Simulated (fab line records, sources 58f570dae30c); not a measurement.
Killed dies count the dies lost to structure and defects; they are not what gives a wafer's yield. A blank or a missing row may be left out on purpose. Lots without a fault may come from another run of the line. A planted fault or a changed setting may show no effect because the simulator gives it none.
A lot that was struck, set against a sound lot :: flow berkeley cmos170 :: 43 steps out of a route of 331
Sound: the wafers L622.1, L622.2, L622.4. Wafers struck: L626.1, L626.3, L626.6. Last of all comes the cause.
For every step that has rows: the tool of each side, followed by ch and its chambers, followed by its first start. Under that, the readings that differ: sound wafers :: struck wafers :: difference of the means :: sigmas: that difference in standard deviations of wafers without a fault.
alike: same words and numbers on both sides, and readings whose means sit less than 2 such deviations apart. not compared: any withheld reading, any reading some wafer has no value for, any bound like >300 that may hide the same value, and any number with overlapping values for which the record gives no deviation.
The two part at a step that has a row with sigmas, a row that says differs or no value, or rows on one side only. When numbers do not overlap yet have no deviation, they are printed without sigmas and do not part them. Lack of a reading on every wafer of one side parts them only where that side has two or more wafers.

first, 1 step without rows for these wafers: UCB170_START_OXIDATION_02 (target thk 20 nm, ox time 1800 s).
UCB170_START_THK_MEAS_03:
  sound on film metro-03 at day 2 07:41; struck on film metro-02 at day 3 01:35
  alike: START_OXIDE_THK
then, 7 steps without rows for these wafers: UCB170_START_ANNEAL_04 (time 1200 s); UCB170_ZERO_HMDS_00 (prime time 60 s); UCB170_ZERO_COAT_01 (resist thk 900 nm); UCB170_ZERO_SOFTBAKE_02 (time 60 s); UCB170_ZERO_EXPOSE_03 (exposes mask PM MARKS, target cd 4000 nm); UCB170_ZERO_PEB_04; UCB170_ZERO_DEVELOP_05 (develop time 45 s).
UCB170_ZERO_ETCH_06: etches SiO2 in CHF3/CF4/Ar, time 12 s.
  sound on rie diel-04 ch 0,1,3, day 2 14:41; struck on rie diel-01 ch 0,1, day 3 06:58
  alike: drypump motor current A, oes product au, throttle valve pct
  not compared: rf hours counter h
UCB170_ZERO_STRIP_07: strips in O2.
  sound on plasma asher-04 ch 0,1, day 2 14:42; struck on plasma asher-01 ch 1, day 3 06:59
reading: strip time to endpoint s (s)
sound: 21.45 21.41 21.40
struck: 21.53 21.58 21.60
difference: +0.15
sigmas: +3
  alike: drypump motor current A, oes product au
  not compared: rf hours counter h
then, 1 step without rows for these wafers: UCB170_NWELL_WET_ETCH_00 (etches SiO2 in dHF, time 200 s).
UCB170_NWELL_OXIDATION_01: target thk 26.4 nm, ox time 1260 s.
  sound on furnace-01 ch 0, day 2 22:31; struck on furnace-02 ch 0, day 3 10:50
  alike: zone power centre pct
UCB170_NWELL_THK_MEAS_02:
  sound on film metro-04 at day 2 23:52; struck on film metro-01 at day 3 12:11
  alike: NWELL_OXIDE_THK
then, 2 steps without rows for these wafers: UCB170_NWELL_ANNEAL_03 (time 900 s); UCB170_NWELL_CVD_04 (deposits Si3N4 from SiH2Cl2/NH3, target thk 224 nm, time 3360 s).
UCB170_NWELL_THK_MEAS_05:
  sound on film metro-04 at day 3 09:58; struck on film metro-01 at day 3 18:59
  alike: NWELL_NITRIDE_THK
then, 6 steps without rows for these wafers: UCB170_NWELL_HMDS_06 (prime time 60 s); UCB170_NWELL_COAT_07 (resist thk 900 nm); UCB170_NWELL_SOFTBAKE_08 (time 60 s); UCB170_NWELL_EXPOSE_09 (exposes mask NWELL, target cd 3000 nm); UCB170_NWELL_PEB_10; UCB170_NWELL_DEVELOP_11 (develop time 45 s).
UCB170_NWELL_OVL_MEAS_12:
  sound on overlay-01 at day 3 11:15; struck on overlay-02 at day 3 21:24
  alike: NWELL_OVL
UCB170_NWELL_ETCH_13: etches Si3N4 in CH3F/Ar/O2, stops on SiO2, target depth 246.4 nm, time 154 s.
  sound on rie diel-01 ch 0,1,2, day 3 11:17; struck on rie diel-02 ch 1,3, day 3 21:26
  alike: CH3F_flow_sccm, drypump motor current A, oes product au, throttle valve pct
  not compared: rf hours counter h
next, for these wafers, 1 step has no rows: UCB170_NWELL_IMPLANT_14.
UCB170_NWELL_STRIP_15: strips in O2.
  sound on plasma asher-03 ch 0,1, day 3 11:32; struck on plasma asher-03 ch 0,1, day 3 21:41
  alike: drypump motor current A, oes product au, strip time to endpoint s
  not compared: rf hours counter h
UCB170_NWELL_TW_MEAS_16:
  sound on film metro-02 at day 3 11:38; struck on film metro-01 at day 3 21:47
  alike: NWELL_TW
then, 6 steps without rows for these wafers: UCB170_NWELL_CLEAN_17 (cleans in SPM, time 600 s); UCB170_NWELL_WET_ETCH_18 (etches Si3N4 in H3PO4, time 14400 s); UCB170_NWELL_WET_ETCH_19 (etches SiO2 in BOE, time 22 s); UCB170_PWELL_CLEAN_00 (cleans in SPM, time 600 s); UCB170_PWELL_CLEAN_01 (cleans in dHF, time 60 s); UCB170_PWELL_OXIDATION_02 (target thk 26.4 nm, ox time 1260 s).
UCB170_PWELL_THK_MEAS_03:
  sound on film metro-03 at day 4 01:47; struck on film metro-02 at day 4 07:08
reading: PWELL_OXIDE_THK (nm)
sound: 25.9 25.7 25.8
struck: 27.1 27.3 27.0
difference: +1.3
sigmas: +2
then, 2 steps without rows for these wafers: UCB170_PWELL_ANNEAL_04 (time 900 s); UCB170_PWELL_CVD_05 (deposits Si3N4 from SiH2Cl2/NH3, target thk 220 nm, time 3300 s).
UCB170_PWELL_THK_MEAS_06:
  sound on film metro-04 at day 4 10:01; struck on film metro-04 at day 4 12:40
  alike: PWELL_NITRIDE_THK
then, 4 steps without rows for these wafers: UCB170_PWELL_HMDS_07 (prime time 60 s); UCB170_PWELL_COAT_08 (resist thk 900 nm); UCB170_PWELL_SOFTBAKE_09 (time 57.06 s); UCB170_PWELL_EXPOSE_10 (exposes mask PWELL, target cd 3000 nm).
-- the record jumps here: 6 days lie between the struck wafers' starts before and after (it left off in module PWELL and takes up again in module M3, whose first step shown is number 331 of the route) --
UCB170_M3_PROBE_99:
  record: rows for the struck wafers here (prober-02, day 10 03:26), none for the sound ones

WHERE THEY PART
At UCB170_ZERO_STRIP_07 first; at UCB170_M3_PROBE_99 last (within this record only).

WHY: what the simulator had put in
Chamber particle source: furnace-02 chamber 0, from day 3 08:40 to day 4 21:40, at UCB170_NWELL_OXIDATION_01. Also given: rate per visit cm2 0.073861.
